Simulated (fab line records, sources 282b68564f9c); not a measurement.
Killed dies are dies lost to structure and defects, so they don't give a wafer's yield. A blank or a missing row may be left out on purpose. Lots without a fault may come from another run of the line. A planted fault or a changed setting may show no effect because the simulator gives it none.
A struck lot beside a sound one | flow rit_cmos | 27 steps out of a route of 202
Sound: wafers L137.1, L137.2, L137.5. Struck: wafers L145.1, L145.2, L145.4. The cause comes at the end.
At each step with rows: each side's tool, then ch and its chambers, then its first start. Under that, the readings that differ: sound wafers | struck wafers | difference of the means | sigmas: that difference in standard deviations of wafers without a fault.
alike: readings whose means differ by less than 2 such deviations, and words and numbers that are the same on both sides. not compared: withheld readings, readings that some wafer has no value for, bounds like >300 that may hide the same value, and numbers for which the record gives no deviation and whose values overlap.
The two part at a step that has a row with sigmas, a row that says differs or no value, or rows on one side only. Numbers that don't overlap but have no deviation are shown without sigmas and don't part them. A reading that every wafer of one side lacks parts them only if that side has two wafers or more.

first, 4 steps without rows for these wafers: RIT_CONTACT_SOFTBAKE_04 (time 60 s); RIT_CONTACT_EXPOSE_05 (exposes mask M11, target cd 1000 nm); RIT_CONTACT_PEB_06; RIT_CONTACT_DEVELOP_07 (develop time 120 s).
RIT_CONTACT_CD_MEAS_08: target cd 1000 nm.
  sound on cd_sem-01, day 4 02:52; struck on cd_sem-01, day 5 21:23
  alike: cd_nm
RIT_CONTACT_OVL_MEAS_09:
  sound on overlay-02, day 4 02:59; struck on overlay-02, day 5 21:31
  alike: CONTACT_OVL
then, 1 step without rows for these wafers: RIT_CONTACT_HARDBAKE_10 (time 60 s).
RIT_CONTACT_ETCH_11: etches SiO2 in CHF3/CF4/Ar, stops on TiSi2, target depth 480 nm, time 320 s.
  sound on rie_diel-04 ch 0,2, day 4 03:11; struck on rie_diel-02 ch 1,2,3, day 5 21:46
  alike: drypump_motor_current_A, oes_product_au, throttle_valve_pct
  not compared: rf_hours_counter_h
RIT_CONTACT_STRIP_12: strips in O2, time 180 s.
  sound on plasma_asher-04 ch 0,1, day 4 03:22; struck on plasma_asher-03 ch 0,1, day 5 21:58
  alike: drypump_motor_current_A, rf_refl_power_W
  not compared: rf_hours_counter_h
RIT_CONTACT_CD_MEAS_90: target cd 1000 nm.
  sound on cd_sem-01, day 4 03:33; struck on cd_sem-02, day 5 22:08
  alike: cd_nm
then, 2 steps without rows for these wafers: RIT_CONTACT_CLEAN_13 (cleans in SC1, time 600 s); RIT_CONTACT_CLEAN_14 (cleans in SC2, time 600 s).
RIT_M1_SPUTTER_00: material Al, target thk 400 nm, time 500 s.
  sound on pvd_sputter-03, day 4 04:01; struck on pvd_sputter-03, day 5 22:37
  no value came back on the struck wafers for cathode_dc_power_W (W), chamber_pressure_pa (Pa), throttle_valve_pct (%); on the sound wafers cathode_dc_power_W (W) reads 2000.4 2000.0 1999.6
RIT_M1_RS_MEAS_01: measures by four-point-probe.
  sound on film_metro-02, day 4 04:19; struck on film_metro-03, day 5 22:55
  reading           | sound                | struck | difference                    | sigmas
  M1_AL_RS (ohm/sq) | 0.0740 0.0736 0.0733 | - - -  | no value on the struck wafers |
RIT_M1_THK_MEAS_02: measures by xrf.
  sound on film_metro-02, day 4 04:26; struck on film_metro-03, day 5 23:02
  reading        | sound       | struck   | difference | sigmas
  M1_AL_THK (nm) | 401 401 407 | <1 <1 <1 | differs    |
then, 6 steps without rows for these wafers: RIT_M1_HMDS_03 (prime time 60 s); RIT_M1_COAT_04 (resist thk 1300 nm); RIT_M1_SOFTBAKE_05 (time 60 s); RIT_M1_EXPOSE_06 (exposes mask M12, target cd 2600 nm); RIT_M1_PEB_07; RIT_M1_DEVELOP_08 (develop time 68 s).
RIT_M1_CD_MEAS_09: target cd 2600 nm.
  sound on cd_sem-02, day 4 05:27; struck on cd_sem-01, day 6 00:05
  alike: cd_nm
RIT_M1_OVL_MEAS_10:
  sound on overlay-02, day 4 05:34; struck on overlay-01, day 6 00:13
  reading     | sound       | struck        | difference | sigmas
  M1_OVL (nm) | 1.0 2.6 2.4 | -1.0 0.3 -2.4 | -3.0       | -2
then, 1 step without rows for these wafers: RIT_M1_HARDBAKE_11 (time 120 s).
RIT_M1_METAL_ETCH_12: etches Al in Cl2/BCl3, stops on SiO2, time 165 s, target depth 600 nm.
  sound on rie_metal-02 ch 0,1, day 4 05:57; struck on rie_metal-04 ch 1, day 6 00:30
  reading               | sound             | struck            | difference | sigmas
  oes_product_au (a.u.) | 0.760 0.794 0.784 | 0.326 0.332 0.326 | -0.451     | -35
  alike: drypump_motor_current_A, throttle_valve_pct
  not compared: rf_hours_counter_h
then, 1 step without rows for these wafers: RIT_M1_STRIP_13 (strips in nmp, time 600 s).
RIT_M1_PROBE_99:
  sound on prober-01, day 4 08:12; struck on prober-01, day 6 02:56
  reading                  | sound          | struck         | difference | sigmas
  defect_limited_yield (%) | 97.3 98.1 99.6 | 0 0 0          | -98        | -82
  killed_at_M0_to_M3       | 0 0 0          | 263 263 264    | +263       | +99 or more
  killed_dies              | 7 5 1          | 264 264 264    | +260       | +84
  killed_on_rim            | 2 3 0          | 70 70 70       | +68        | +53
  sort_bin_3_pad_short (%) | 0.4 0 0        | 17.0 27.7 20.1 | +21.5      | +98
  sort_bin_5_function (%)  | 1.1 1.1 0.4    | 80.3 70.5 77.7 | +75.3      | +88
  sort_bin_6_memory (%)    | 1.1 0.8 0      | 2.7 1.9 2.3    | +1.7       | +3
  sort_n_pass              | 257 259 263    | 0 0 0          | -260       | -84
  sort_yield_pct (%)       | 97.3 98.1 99.6 | 0 0 0          | -98        | -82
  alike: killed_at_front_end, killed_open, killed_short

WHERE THEY PART
First at RIT_M1_SPUTTER_00; last, within this record, at RIT_M1_PROBE_99.

WHY: what the simulator had put in
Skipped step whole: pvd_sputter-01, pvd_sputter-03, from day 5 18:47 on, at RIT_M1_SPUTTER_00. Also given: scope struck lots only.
